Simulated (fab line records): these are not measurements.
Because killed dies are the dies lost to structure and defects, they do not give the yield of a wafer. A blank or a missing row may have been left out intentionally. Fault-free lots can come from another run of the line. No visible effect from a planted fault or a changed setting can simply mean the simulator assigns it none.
Which tool is to blame?	flow ritCmos	14 lots, 42 wafers sampled, at 1 step of a route of 202

== WHAT THE GAUGES READ, wafer by wafer ==
Not one reading of a measure or inspect step in the record can be checked against a usual standard deviation.

== WHICH TOOL RAN EACH LOT (tool, then ch and the chambers of the sampled wafers, then the start) ==
lot	RIT_NLDD_STRIP_09
L577	plasmaAsher-02 ch 0,1, day 2 22:08
L578	plasmaAsher-03 ch 0,1, day 3 08:53
L579	plasmaAsher-03 ch 1, day 3 12:38
L580	plasmaAsher-02 ch 1, day 3 15:31
L581	plasmaAsher-01 ch 0,1, day 3 21:58
L582	plasmaAsher-02 ch 0,1, day 4 01:27
L583	plasmaAsher-02 ch 0,1, day 4 06:46
L584	plasmaAsher-02 ch 0,1, day 4 13:18
L586	plasmaAsher-01 ch 0,1, day 4 17:53
L587	plasmaAsher-01 ch 0,1, day 5 02:35
L588	plasmaAsher-02 ch 1, day 5 08:14
L590	plasmaAsher-02 ch 0,1, day 5 15:27
L592	plasmaAsher-02 ch 0,1, day 6 00:37
L599	plasmaAsher-01 ch 0,1, day 7 13:31
- RIT_NLDD_STRIP_09: strips in O2, time 180 s.

== AS READ BY THE TOOLS THEMSELVES (means over the sampled wafers that have a number; for cases with no such wafer, the mark the record gives instead) ==
RIT_NLDD_STRIP_09. Usual: chamberPressureMTorr 4000 mTorr, standard deviation 3.4; drypumpMotorCurrentA 5.93 A, standard deviation 0.18; o2FlowSccm 3999 sccm, standard deviation 12.
lot	tool	chamberPressureMTorr (mTorr)	drypumpMotorCurrentA (A)	o2FlowSccm (sccm)	flag
L577	plasmaAsher-02	4000	5.89	4002	
L578	plasmaAsher-03	3998	6.17	3995	
L579	plasmaAsher-03	4003	6.29	3997	
L580	plasmaAsher-02	4001	5.86	3989	
L581	plasmaAsher-01	4000	5.75	4016	
L582	plasmaAsher-02	3996	5.89	3996	
L583	plasmaAsher-02	3998	5.93	4012	
L584	plasmaAsher-02	3996	5.90	3985	
L586	plasmaAsher-01	4001	5.73	4010	
L587	plasmaAsher-01	4000	5.88	3996	
L588	plasmaAsher-02	4000	5.86	4005	
L590	plasmaAsher-02	3330	5.94	3992	OFF
L592	plasmaAsher-02	3333	5.92	4004	OFF
L599	plasmaAsher-01	4000	5.73	4001	

== THE ANSWER, worked out from the rows above alone ==
Rule: lot off if the mean of its wafers having a number is beyond 3 standard deviations from the usual mean. A lot without any number at a reading at which 4 lots or more have one is off too. Where the step has rows for the other lots, those lots are counted as sound. First the gauges in route order, then the tools' own readings, where a lot's mean is used as printed above. At the first step where some lot is off, the reading lying furthest off is the one used; lots without a number count as furthest.
Off at RIT_NLDD_STRIP_09 (chamberPressureMTorr): L590, L592.
If a tool, at that step or one of the process steps before it, ran each lot that is off and ran no sound lot following the first of them, it fits. One candidate fits, namely plasmaAsher-02 at RIT_NLDD_STRIP_09. A fault onset in the window from L588 (day 5 08:14, its last sound lot) to L590 (day 5 15:27, its first lot off) fits.
On the lots that are off, the tool's own readings at RIT_NLDD_STRIP_09 differ by more than 5 times the standard deviation of the sound lots' means, which bears it out; chamberPressureMTorr reads 3332 mTorr there versus 3999 mTorr on the sound lots.

== WHAT WAS PUT IN BY THE SIMULATOR ==
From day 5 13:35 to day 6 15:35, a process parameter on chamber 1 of plasmaAsher-02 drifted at RIT_NLDD_STRIP_09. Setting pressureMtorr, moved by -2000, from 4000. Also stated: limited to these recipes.
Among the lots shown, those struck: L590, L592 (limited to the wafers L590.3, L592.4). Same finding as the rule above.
